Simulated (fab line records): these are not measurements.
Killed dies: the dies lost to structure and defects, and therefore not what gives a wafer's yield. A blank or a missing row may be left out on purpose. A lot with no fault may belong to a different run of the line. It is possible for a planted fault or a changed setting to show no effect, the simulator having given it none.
Which tool is to blame?	flow rit_cmos	Sampling: 7 lots, 21 wafers, 2 of 202 route steps

WHAT THE GAUGES SHOWED, per wafer
RIT_REOX_THK_MEAS_04.
lot	measured	on	REOX_OXIDE_THK (nm)
L675	day 3 04:16	film_metro-02	25.1 25.3 25.8
L677	day 3 16:06	film_metro-04	25.0 24.7 25.0
L680	day 4 03:13	film_metro-04	24.6 25.3 25.4
L685	day 5 00:44	film_metro-04	12.7 12.4 12.0
L687	day 5 11:10	film_metro-04	25.5 25.5 25.4
L691	day 6 06:39	film_metro-02	24.6 24.9 24.6
L695	day 7 00:33	film_metro-04	24.8 25.0 24.8

TOOL THAT RAN EACH LOT (tool first, then ch and the chambers of the sampled wafers, then the start)
lot	RIT_REOX_OXIDATION_03
L675	furnace-04 ch 0, day 3 01:42
L677	furnace-02 ch 0, day 3 13:32
L680	furnace-02 ch 0, day 4 00:40
L685	furnace-02 ch 0, day 4 22:10
L687	furnace-04 ch 0, day 5 08:37
L691	furnace-01 ch 0, day 6 04:04
L695	furnace-01 ch 0, day 6 22:00
- RIT_REOX_OXIDATION_03: target thk 25.2 nm, ox time 5580 s.

THE ANSWER, worked out from the rows above alone
Rule: the usual values come from the lots themselves. The widest of any qualifying gaps counts: lots, ordered by their means at a reading, are off when they make up no more than a third of the lots, leave a main group of 4 or more, and stand apart from it by 3 or more times the standard deviation of that group's means. A main group whose means are all the same, to the digits that the tables above print for the reading, isn't used. A lot without any number at a reading at which 4 lots or more have one is off too. Any other lot the step has rows for is counted as sound.
Off: L685, seen at RIT_REOX_THK_MEAS_04 (REOX_OXIDE_THK). Mean 25.1 nm and standard deviation 0.28 in the main group.
If a tool, at a process step before that reading, ran all the lots that are off and no sound lot after the first of them, it fits. Gauges at RIT_REOX_THK_MEAS_04: tried the same way as those tools. One fits: furnace-02 at RIT_REOX_OXIDATION_03. A fault onset in the window from L680 (day 4 00:40, its last sound lot) to L685 (day 4 22:10, its first lot off) fits.

WHAT HAD BEEN PUT IN BY THE SIMULATOR
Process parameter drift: furnace-02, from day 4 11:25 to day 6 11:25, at RIT_REOX_OXIDATION_03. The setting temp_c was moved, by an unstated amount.
Lots struck among those shown: L685. The rule above found the same.
